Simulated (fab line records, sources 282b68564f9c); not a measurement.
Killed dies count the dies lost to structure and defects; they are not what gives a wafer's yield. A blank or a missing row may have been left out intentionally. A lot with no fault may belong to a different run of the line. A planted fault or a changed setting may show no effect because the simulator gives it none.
One fault seen from 2 desks    flow rit_cmos    numbers are kept per desk, each desk with only its own; the story behind them comes last

## FROM THE METROLOGY DESK
Lot by lot, what the gauges showed, no matter which tool ran the lot: averages of those sampled wafers that carry a number. Any lot whose mean is over 4 standard deviations away from the usual mean is out of limits and marked OUT; that distance is given in the brackets.
Columns: A = NWELL_OVL at RIT_NWELL_OVL_MEAS_06, usual 0.5 nm; B = PRETRO_TW at RIT_PRETRO_TW_MEAS_10, usual 470; C = GATE_POLY_THK at RIT_GATE_THK_MEAS_09, usual 250 nm; D = NLDD_RS at RIT_SDANNEAL_RS_MEAS_07, usual 151.6 ohm/sq
lot   first seen here  A     B              C    D
L406  day 1 22:02      1.1   469            249  151.1
L407  day 2 03:07      0.8   473            251  151.6
L408  day 2 07:49      0.0   472            255  152.8
L409  day 2 12:49      2.1   468            251  152.1
L410  day 2 18:08      0.3   471            249  151.7
L411  day 2 23:28      0.7   472            253  151.3
L419  day 4 15:52      1.4   567 (+29) OUT  247  152.3
L421  day 5 01:56      -1.1  576 (+32) OUT  245  151.1
L423  day 5 10:45      0.5   465            246  151.3
L424  day 5 16:54      -0.3  475            250  151.4
L425  day 5 21:01      -0.1  474            246  151.0
L426  day 6 01:05      -0.3  468            247  151.9
L428  day 6 12:34      -1.0  468            257  151.8
L429  day 6 16:36      -0.7  465            251  152.1
Finding of this desk: L419, L421 out of limits, first seen on L419 at day 5 03:28 (PRETRO_TW at RIT_PRETRO_TW_MEAS_10). Within limits: L406, L407, L408, L409, L410, L411, L423, L424, L425, L426, L428, L429.

## THE TOOL OWNER'S DESK: implanter-03
For each lot that ran on this tool, the mean over its sampled wafers that have a number, from the tool's own readings at RIT_PRETRO_IMPLANT_08. Any lot whose mean is over 4 standard deviations away from the usual mean is out of limits and marked OUT; that distance is given in the brackets.
Columns: A = dose_ions_cm2 at RIT_PRETRO_IMPLANT_08, usual 1.2e+13; B = faraday_current_uA at RIT_PRETRO_IMPLANT_08, usual 38.1
lot   first seen here  A                          B
L411  day 3 10:45      1.2e+13                    38.8
L419  day 5 03:09      2.3e+13 (+99 or more) OUT  71.0 (+46) OUT
L421  day 5 13:28      2.2e+13 (+99 or more) OUT  70.9 (+46) OUT
This desk's verdict: out of limits on L419, L421, starting with L419 at day 5 03:09 (dose_ions_cm2 at RIT_PRETRO_IMPLANT_08). Within limits: L411.

## PUT TOGETHER
The tool owner's desk could have raised an alarm at day 5 03:09, on L419, L421.
The metrology desk could have raised an alarm at day 5 03:28, on L419, L421.
The lots listed all ran RIT_PRETRO_IMPLANT_08 on implanter-03.

## WHAT THE SIMULATOR HAD PUT IN
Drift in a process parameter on implanter-03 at RIT_PRETRO_IMPLANT_08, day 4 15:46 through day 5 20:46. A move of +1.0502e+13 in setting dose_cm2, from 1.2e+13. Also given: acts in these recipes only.
Shown lots that were struck: L419, L421.
Time in hours from fault onset to the first out-of-limits reading at each desk: tool owner's desk 11, metrology desk 12.
